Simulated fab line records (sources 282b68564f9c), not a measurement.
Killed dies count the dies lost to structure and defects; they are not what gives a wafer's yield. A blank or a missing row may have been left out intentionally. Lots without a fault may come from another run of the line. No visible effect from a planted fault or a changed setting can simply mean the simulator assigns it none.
Comparing a struck lot with a sound one	flow ritCmos	14 steps out of a route of 202
Sound: the wafers L537.1, L537.3, L537.4. Wafers L530.1, L530.2, L530.6 were the ones struck. Last of all comes the cause.
Each step with rows lists, per side, the tool, then ch with its chambers, then its first start. Under that, the readings that differ: sound wafers	struck wafers	difference of the means	sigmas: that difference in standard deviations of wafers without a fault.
alike: words and numbers the same on both sides, and readings whose means are apart by under 2 such deviations; not compared: readings that were withheld, readings missing a value for some wafer, numbers with overlapping values and no deviation given by the record, and bounds like >300 which may hide the same value.
Wherever a step has rows on one side only, a row that says differs or no value, or a row with sigmas, the two part there. Numbers that have no deviation but don't overlap get no sigmas and don't part them. A reading that every wafer of one side lacks parts them only if that side has two wafers or more.

RIT_SILICIDE_RS_MEAS_02: a four-point-probe measurement.
  sound on filmMetro-03, day 7 01:23; struck on filmMetro-03, day 5 10:15
  alike: SILICIDE_TI_RS
RIT_SILICIDE_THK_MEAS_03: measures by xrf.
  sound on filmMetro-03, day 7 01:30; struck on filmMetro-03, day 5 10:22
  alike: SILICIDE_TI_THK
RIT_SILICIDE_RTA_04: time 10 s, ramp up 5 s, ramp down 5 s.
  sound on rtpAnneal-02 ch 0, day 7 01:34; struck on rtpAnneal-01 ch 0, day 5 10:26
  alike: wafer_temp_C_max
then, 1 step without rows for these wafers: RIT_SILICIDE_WET_ETCH_05 (etches Ti in SPM, time 120 s).
RIT_SILICIDE_RTA_06: time 10 s, ramp up 5 s, ramp down 10 s.
  sound on rtpAnneal-01 ch 0, day 7 01:40; struck on rtpAnneal-02 ch 0, day 5 10:32
  alike: wafer_temp_C_max
RIT_CONTACT_CVD_00: deposits SiO2 from TEOS, target thk 400 nm, time 61 s.
  sound on pecvd-02 ch 0,1, day 7 01:44; struck on pecvd-04 ch 1,2, day 5 10:37
  alike: heaterPowerW, susceptorTempC
RIT_CONTACT_THK_MEAS_01:
  sound on filmMetro-02, day 7 01:47; struck on filmMetro-02, day 5 10:40
  alike: CONTACT_TEOS_THK
then, 5 steps without rows for these wafers: RIT_CONTACT_HMDS_02 (prime time 60 s); RIT_CONTACT_COAT_03 (resist thk 1000 nm); RIT_CONTACT_SOFTBAKE_04 (time 60 s); RIT_CONTACT_EXPOSE_05 (exposes mask M11, target cd 1000 nm); RIT_CONTACT_PEB_06.
RIT_CONTACT_DEVELOP_07: develop time 120 s.
  sound on lithoTrack-03 ch 0, day 7 02:00; struck on lithoTrack-04, day 5 11:00
  no value came back on the struck wafers for chillPlateTempC (C), developTimeS (s), resistLineTempC (C); on the sound wafers chillPlateTempC (C) reads 22.94 22.84 22.95
RIT_CONTACT_CD_MEAS_08: the cd target is 1000 nm.
  sound on cdSem-01, day 7 02:56; struck on cdSem-02, day 5 11:41
reading	sound	struck	difference	sigmas
cdNm (nm)	1002.2 999.7 999.6	- - -	no value on the struck wafers	

## WHERE THEY PART
Earliest at RIT_CONTACT_DEVELOP_07; latest, in this record, at RIT_CONTACT_CD_MEAS_08.

WHY: the cause the simulator had injected
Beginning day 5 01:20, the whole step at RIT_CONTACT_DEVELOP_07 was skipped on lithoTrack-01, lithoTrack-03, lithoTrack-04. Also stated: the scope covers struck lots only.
